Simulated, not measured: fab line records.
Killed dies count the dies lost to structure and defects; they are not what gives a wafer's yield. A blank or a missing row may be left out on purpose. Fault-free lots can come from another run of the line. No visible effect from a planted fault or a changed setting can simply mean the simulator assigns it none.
fab line records | flow berkeley_cmos170
[record] lots = 6 wafers = 18 last_day = 11
route steps=331 shown M1@253 V1@254
lots that met no fault: taken from a fault-free run of the same line
start_h: the number of hours between the record's first day and the start of the first shown wafer of the lot | wait_h: time in hours since the lot's previous step | " identical to the entry in the row above | L1.1+2: a single row standing in for several wafers | - no value, or no start was given | * or withheld: withheld | < > ~ a bound
route shown NAME@n: a module of which the file shows steps, and the number in the route of the first | usual: mean/standard deviation taken from wafers without a fault | same: alike in all rows | chamber/n: place in a boat | sites: the reading at each site | _std_site: the values' standard deviation | _edge_site: inner sites' mean taken away from outer sites' mean | radius_mm: for every site, how far away it sits from the centre of the wafer | mask NAME#n: copy n | behind: the most recent tool/chamber to have shaped the wafer | hold: reason for holding the lot/hours on hold/outcome of the hold | device: the transistor (n, p or np) that didn't switch | end of line: the tests these same wafers got at the end of their route | for a step that has no rows: nothing shown but its recipe | killed: at the first sort, the dies lost to defects and structure; wafer yield is something else | map: shows each die of a wafer: x if killed, . if not, _ if none is there
set.NAME: the run value of the setting; set.NAME@STEP: its run value at that earlier step | model.NAME: the simulator's own value behind a step, which no gauge read
lots at selected steps of the route; one table per step, one row per wafer
services: from which hour (start_h, from the record's first day; less than 0 if before it) a tool's chamber was out of use, for how many hours, and why
[[steps]]
[step UCB170_M1_ANNEAL_14]
[recipe] temp_c = 400 time_s = 1200 ambient = forming_gas
[step UCB170_V1_CVD_00]
[recipe] material = SiO2 target_thk_nm = 2000 temp_c = 390 precursor = TEOS/O2 time_s = 250 rf_w = 550 pressure_mtorr = 9000
[usual] heater_power_w = 266/46
// columns lot.wafer tool chamber start_h wait_h heater_power_w
L356.3 pecvd-01 0 168.05 0.0 223
L356.5 " 0 " " 167
L356.6 " 1 " " 244
L363.1 pecvd-04 1 201.63 0.0 307
L363.2 " 0 " " 347
L363.3 " 2 " " 256
L373.2 pecvd-03 0 245.94 0.0 341
L373.4 " 0 " " 261
L373.6 " 1 " " 321
L370.2 pecvd-04 2 246.10 0.2 296
L370.4 " 0 " " 248
L370.5 " 1 " " 220
L374.2 pecvd-01 1 253.72 0.0 316
L374.4 " 2 " " 208
L374.6 " 1 " " 238
L376.2 pecvd-01 1 261.24 0.0 301
L376.5 " 2 " " 292
L376.6 " 1 " " 320
[step UCB170_V1_THK_MEAS_01]
[recipe] reads = SiO2_of_V1_CVD_00
[usual] V1_TEOS_THK = 2003/28
// columns lot.wafer tool chamber start_h wait_h V1_TEOS_THK[nm]
L356.3 film_metro-03 - 168.22 0.1 1994
L356.5 " - " " 2017
L356.6 " - " " 2007
L363.1 film_metro-02 - 201.79 0.1 1982
L363.2 " - " " 1969
L363.3 " - " " 1957
L373.2 film_metro-02 - 246.11 0.1 1968
L373.4 " - " " 2019
L373.6 " - " " 2023
L370.2 film_metro-02 - 246.26 0.1 1943
L370.4 " - " " 2005
L370.5 " - " " 1979
L374.2 film_metro-01 - 253.88 0.1 1996
L374.4 " - " " 2019
L374.6 " - " " 2025
L376.2 film_metro-03 - 261.48 0.2 1963
L376.5 " - " " 2014
L376.6 " - " " 1989
[step UCB170_V1_CMP_02]
[recipe] material = SiO2 down_force_psi = 6 platen_rpm = 60 pad_velocity_m_s = 0.75398
[usual] edge_zone_pressure_frac = 1.001/0.0047 motor_current_A = 16.0/1.6 platen_rpm = 60.00/0.043
// columns lot.wafer tool chamber start_h wait_h edge_zone_pressure_frac motor_current_A platen_rpm
L356.3 cmp-01 0 168.31 0.1 1.002 17.7 59.99
L356.6 " 3 " " 1.000 16.2 60.00
L356.5 " 0 " " 1.004 18.2 59.96
L363.3 cmp-01 2 201.90 0.1 1.004 15.4 60.02
L363.1 " 3 " " 1.001 16.9 59.87
L363.2 " 0 " " 1.002 17.6 59.99
L373.4 cmp-02 2 246.76 0.6 1.003 19.0 59.98
L373.2 " 0 " " 0.991 14.8 59.95
L373.6 " 2 " " 1.007 19.2 60.00
L370.2 cmp-02 3 247.06 0.8 1.003 15.2 60.03
L370.4 " 2 " " 1.001 18.8 60.05
L370.5 " 3 " " 0.996 14.6 60.06
L374.2 cmp-02 0 253.98 0.1 1.000 14.6 60.03
L374.4 " 2 " " 0.996 19.6 60.04
L374.6 " 0 " " 0.996 14.8 59.93
L376.2 cmp-01 2 261.75 0.3 1.007 15.0 60.01
L376.6 " 2 " " 1.006 14.8 59.98
L376.5 " 3 " " 1.003 15.9 59.98
[step UCB170_V1_BOW_MEAS_03]
[recipe] mode = bow
[usual] V1_BOW = 19/6.9
// columns lot.wafer tool chamber start_h wait_h V1_BOW[um]
L356.3 film_metro-01 - 168.60 0.2 20
L356.5 " - " " 18
L356.6 " - " " 16
L363.1 film_metro-01 - 202.15 0.1 15
L363.2 " - " " 20
L363.3 " - " " 15
L373.2 film_metro-03 - 247.08 0.2 23
L373.4 " - " " 26
L373.6 " - " " 14
L370.2 film_metro-02 - 247.38 0.3 19
L370.4 " - " " 26
L370.5 " - " " 29
L374.2 film_metro-01 - 254.25 0.2 26
L374.4 " - " " 16
L374.6 " - " " 27
L376.2 film_metro-03 - 262.07 0.3 20
L376.5 " - " " 29
L376.6 " - " " 19
[step UCB170_V1_THK_MEAS_04]
[recipe] reads = SiO2_of_V1_CVD_00
[usual] V1_POLISHED_THK = 1014.6/1.2
// columns lot.wafer tool chamber start_h wait_h V1_POLISHED_THK[nm]
L356.3 film_metro-01 - 168.70 0.1 1015.8
L356.5 " - " " 1017.2
L356.6 " - " " 1014.2
L363.1 film_metro-01 - 202.27 0.1 1014.9
L363.2 " - " " 1016.8
L363.3 " - " " 1016.9
L373.2 film_metro-03 - 247.19 0.1 1013.8
L373.4 " - " " 1015.2
L373.6 " - " " 1013.6
L370.2 film_metro-02 - 247.49 0.1 1011.8
L370.4 " - " " 1013.5
L370.5 " - " " 1011.9
L374.2 film_metro-01 - 254.36 0.1 1014.2
L374.4 " - " " 1014.3
L374.6 " - " " 1015.2
L376.2 film_metro-03 - 262.18 0.1 1016.3
L376.5 " - " " 1016.5
L376.6 " - " " 1016.1
[step UCB170_V1_CLEAN_05]
[recipe] chemistry = DIW
[step UCB170_V1_HMDS_06]
[recipe] prime_time_s = 60 prime_temp_c = 100
[step UCB170_V1_COAT_07]
[recipe] resist = KrF spin_rpm = 1500 resist_thk_nm = 900
[step UCB170_V1_SOFTBAKE_08]
[recipe] resist = KrF temp_c = 130 time_s = 60
[step UCB170_V1_EXPOSE_09]
[recipe] mask_id = VIA1 target_cd_nm = 700 na = 0.5 sigma_outer = 0.6 source_shape = conventional dose_mj = 37.25
[step UCB170_V1_PEB_10]
[recipe] peb_temp_c = 130 peb_time_s = withheld resist = KrF
[step UCB170_V1_DEVELOP_11]
[recipe] developer = TMAH develop_time_s = 45 resist = KrF dev_temp_c = 21
[usual] chill_plate_temp_C = 23.01/0.11 develop_time_s = 45/0
// columns lot.wafer tool chamber start_h wait_h chill_plate_temp_C develop_time_s model.KrF_of_V1_COAT_07.thk_nm
L356.3 litho_track-04 0 169 - 22.91 45 885.5
L356.5 " 0 170 - 22.98 45 882
L356.6 " 0 " " 22.89 45 882.8
L363.1 litho_track-03 0 205 - 23.03 45 882.3
L363.2 " 0 " " 22.82 45 882.7
L363.3 " 0 " " 23.09 45 884
L373.2 litho_track-04 - 248 - - - 898.1
L373.4 " - 249 - - - 903.1
L373.6 " - " " - - 900.6
L370.2 litho_track-04 - 249 - - - 901.8
L370.4 " - " " - - 899.3
L370.5 " - " " - - 902.1
L374.2 litho_track-04 0 256 - 22.86 45 883.4
L374.4 " 0 " " 22.74 45 883.7
L374.6 " 0 " " 22.79 45 885
L376.2 litho_track-01 0 264 - 23.01 45 886.3
L376.5 " 0 " " 23.00 45 889.1
L376.6 " 0 " " 23.29 45 886.1
[step UCB170_V1_CD_MEAS_12]
[recipe] target_cd_nm = 700
[usual] cd_nm = 699.6/1.1
// columns lot.wafer tool chamber start_h wait_h cd_nm
L356.3 cd_sem-01 - 170.08 - 699.2
L356.5 " - " " 699.3
L356.6 " - " " 699.3
L363.1 cd_sem-02 - 205.43 - 698.7
L363.2 " - " " 701.1
L363.3 " - " " 698.4
L373.2 cd_sem-02 - 249.10 - -
L373.4 " - " " -
L373.6 " - " " -
L370.2 cd_sem-01 - 249.84 - -
L370.4 " - " " -
L370.5 " - " " -
L374.2 cd_sem-02 - 256.51 - 699.6
L374.4 " - " " 699.6
L374.6 " - " " 698.7
L376.2 cd_sem-01 - 264.44 - 700.5
L376.5 " - " " 699.7
L376.6 " - " " 701.3
[[services]]
// columns tool chamber start_h hours kind
cmp-01 - 147.12 0.8 repair
cmp-02 - 148.51 6.2 pm
pecvd-01 0 149.50 - clean
pecvd-01 1 149.50 - clean
pecvd-01 2 149.50 - clean
pecvd-01 - 152.29 0.9 repair
litho_track-01 - 192.51 - consumable_replace:filter
pecvd-04 0 215.81 5.8 repair
cmp-01 - 220.32 0.5 repair
pecvd-03 2 228.43 5.3 repair
cmp-01 - 241.94 1.2 repair
cmp-01 - 243.41 4.0 pm
cmp-01 - 247.41 - consumable_replace:conditioner
cmp-01 - 247.41 - consumable_replace:pad
cmp-01 - 256.09 3.3 repair
pecvd-01 0 259.56 5.4 repair
[[key]]
[first_sign] step = UCB170_V1_DEVELOP_11 reading = tool_record direction = missing
effect none on later readings
[model_effect] step = UCB170_V1_DEVELOP_11 value = KrF_of_V1_COAT_07.thk_nm without = 886.6 struck = 900.8
met_at UCB170_V1_DEVELOP_11
struck_wafers L370.2,L370.4,L370.5,L373.2,L373.4,L373.6
later_rows_left_out L370.2,L370.4,L370.5,L373.2,L373.4,L373.6
sort_left_out L370.2,L370.4,L370.5,L373.2,L373.4,L373.6
[fault] kind = skipped_step_whole tool = litho_track-04 chamber = - onset_h = 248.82 steps = UCB170_V1_DEVELOP_11 scope = struck_lots_only
// sort_left_out: the simulated sort isn't trusted on such a fault, so these wafers' sort isn't shown, and their yield isn't known
// later_rows_left_out: the simulator's readings of these wafers behind a module that went badly wrong aren't trusted and aren't shown, but for the sort
